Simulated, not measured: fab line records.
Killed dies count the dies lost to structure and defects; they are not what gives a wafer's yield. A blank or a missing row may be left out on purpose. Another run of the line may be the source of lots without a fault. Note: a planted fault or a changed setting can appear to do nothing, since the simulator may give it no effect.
A struck lot beside a sound one	flow ritCmos	43 out of 202 route steps
Sound: wafers L192.2, L192.3, L192.6. Struck: wafer L202.5. (L202.1, L202.6 of the same lot were not struck and are left out.) The cause comes at the end.
Each step with rows lists, per side, the tool, then ch with its chambers, then its first start. Under that, the readings that differ: sound wafers	struck wafers	difference of the means	sigmas: that difference in standard deviations of wafers without a fault.
alike: words and numbers the same on both sides, and readings whose means are apart by under 2 such deviations; not compared: readings that were withheld, readings missing a value for some wafer, numbers with overlapping values and no deviation given by the record, and bounds like >300 which may hide the same value.
A row with sigmas, a row that says differs or no value, or rows on one side alone: a step with any of these is where the two part. When numbers do not overlap yet have no deviation, they are printed without sigmas and do not part them. A reading that every wafer of one side lacks parts them only if that side has two wafers or more.

first, 1 step without rows for these wafers: RIT_NSD_IMPLANT_08.
RIT_NSD_STRIP_09: strips in O2, time 180 s.
  sound on plasmaAsher-03 ch 1, day 3 04:17; struck on plasmaAsher-02 ch 0, day 5 09:26
reading	sound	struck	difference	sigmas
drypumpMotorCurrentA (A)	5.3 5.3 5.3	6.4	+1.1	+3
  not compared: rfHoursCounterH
RIT_NSD_TW_MEAS_10:
  struck on filmMetro-03, day 5 09:36; sound on filmMetro-04, day 3 04:28
reading	sound	struck	difference	sigmas
NSD_TW	3074 3063 3070	3155	+86	+2
then, 6 steps without rows for these wafers: RIT_PSD_HMDS_00 (prime time 60 s); RIT_PSD_COAT_01 (resist thk 1000 nm); RIT_PSD_SOFTBAKE_02 (time 60 s); RIT_PSD_EXPOSE_03 (exposes mask M10, target cd 40900 nm); RIT_PSD_PEB_04; RIT_PSD_DEVELOP_05 (develop time 50 s).
RIT_PSD_OVL_MEAS_06:
  struck on overlay-01, day 5 10:31; sound on overlay-02, day 3 05:22
  alike: PSD_OVL
then, 2 steps without rows for these wafers: RIT_PSD_HARDBAKE_07 (time 60 s); RIT_PSD_IMPLANT_08.
RIT_PSD_STRIP_09: strips in O2, time 180 s.
  sound on plasmaAsher-01 ch 0,1, day 3 05:42; struck on plasmaAsher-04 ch 1, day 5 10:51
  alike: drypumpMotorCurrentA
  not compared: rfHoursCounterH
RIT_PSD_TW_MEAS_10:
  struck on filmMetro-03, day 5 11:01; sound on filmMetro-01, day 3 05:53
  alike: PSD_TW
then, 3 steps without rows for these wafers: RIT_SDANNEAL_CLEAN_00 (cleans in SC1, time 600 s); RIT_SDANNEAL_CLEAN_01 (cleans in dHF, time 30 s); RIT_SDANNEAL_CLEAN_02 (cleans in SC2, time 600 s).
RIT_SDANNEAL_RTA_03: time 5 s.
  sound on rtpAnneal-01 ch 0, day 3 06:20; struck on rtpAnneal-01 ch 0, day 5 11:27
reading	sound	struck	difference	sigmas
wafer_temp_C_max	1052.7 1055.5 1053.9	1051.7	-2.3	-2
RIT_SDANNEAL_RS_MEAS_04: measures by four-point-probe.
  struck on filmMetro-04, day 5 11:31; sound on filmMetro-04, day 3 06:26
  alike: PSD_RS
RIT_SDANNEAL_RS_MEAS_05: measures by four-point-probe.
  struck on filmMetro-04, day 5 11:38; sound on filmMetro-04, day 3 06:34
  alike: NSD_RS
RIT_SDANNEAL_RS_MEAS_06: measures by four-point-probe.
  struck on filmMetro-04, day 5 11:45; sound on filmMetro-04, day 3 06:41
  alike: PLDD_RS
RIT_SDANNEAL_RS_MEAS_07: measures by four-point-probe.
  struck on filmMetro-04, day 5 11:52; sound on filmMetro-04, day 3 06:48
  alike: NLDD_RS
then, 2 steps without rows for these wafers: RIT_SILICIDE_WET_ETCH_00 (etches SiO2 in BOE, target depth 14 nm, time 15 s); RIT_SILICIDE_SPUTTER_01 (material Ti, target thk 30 nm, time 240 s).
RIT_SILICIDE_RS_MEAS_02: measures by four-point-probe.
  struck on filmMetro-02, day 5 12:09; sound on filmMetro-02, day 3 07:06
  alike: SILICIDE_TI_RS
RIT_SILICIDE_THK_MEAS_03: measures by xrf.
  struck on filmMetro-02, day 5 12:16; sound on filmMetro-02, day 3 07:13
  alike: SILICIDE_TI_THK
RIT_SILICIDE_RTA_04: time 10 s, ramp up 5 s, ramp down 5 s.
  sound on rtpAnneal-02 ch 0, day 3 07:17; struck on rtpAnneal-02 ch 0, day 5 12:20
  alike: wafer_temp_C_max
then, 3 steps without rows for these wafers: RIT_SILICIDE_WET_ETCH_05 (etches Ti in SPM, time 120 s); RIT_SILICIDE_RTA_06 (time 10 s, ramp up 5 s, ramp down 10 s); RIT_CONTACT_CVD_00 (deposits SiO2 from TEOS, target thk 400 nm, time 61 s).
RIT_CONTACT_THK_MEAS_01:
  struck on filmMetro-04, day 5 12:34; sound on filmMetro-04, day 3 07:34
  alike: CONTACT_TEOS_THK
then, 6 steps without rows for these wafers: RIT_CONTACT_HMDS_02 (prime time 60 s); RIT_CONTACT_COAT_03 (resist thk 1000 nm); RIT_CONTACT_SOFTBAKE_04 (time 60 s); RIT_CONTACT_EXPOSE_05 (exposes mask M11, target cd 1000 nm); RIT_CONTACT_PEB_06; RIT_CONTACT_DEVELOP_07 (develop time 120 s).
RIT_CONTACT_CD_MEAS_08 targets a cd of 1000 nm.
  struck on cdSem-02, day 5 13:35; sound on cdSem-02, day 3 08:38
  alike: cdNm
RIT_CONTACT_OVL_MEAS_09:
  struck on overlay-01, day 5 13:42; sound on overlay-01, day 3 08:45
reading	sound	struck	difference	sigmas
CONTACT_OVL (nm)	-0.3 -1.4 -0.7	1.8	+2.6	+2
then, 1 step without rows for these wafers: RIT_CONTACT_HARDBAKE_10 (time 60 s).
RIT_CONTACT_ETCH_11: etches SiO2 in CHF3/CF4/Ar, stops on TiSi2, target depth 480 nm, time 320 s.
  sound on rieDiel-01 ch 0,3, day 3 08:56; struck on rieDiel-02 ch 3, day 5 13:53
  alike: drypumpMotorCurrentA, mfcArSccm, oesProductAu, throttleValvePct
  not compared: rfHoursCounterH
RIT_CONTACT_STRIP_12: strips in O2, time 180 s.
  sound on plasmaAsher-04 ch 0,1, day 3 09:07; struck on plasmaAsher-03 ch 1, day 5 14:05
  alike: drypumpMotorCurrentA
  not compared: rfHoursCounterH
RIT_M1_PROBE_99:
  the record has rows for the struck wafers here (prober-01, day 5 19:09) and none for the sound ones

== WHERE THEY PART ==
Last at RIT_M1_PROBE_99 as far as this record goes, first at RIT_NSD_STRIP_09.

WHY: what had been put in by the simulator
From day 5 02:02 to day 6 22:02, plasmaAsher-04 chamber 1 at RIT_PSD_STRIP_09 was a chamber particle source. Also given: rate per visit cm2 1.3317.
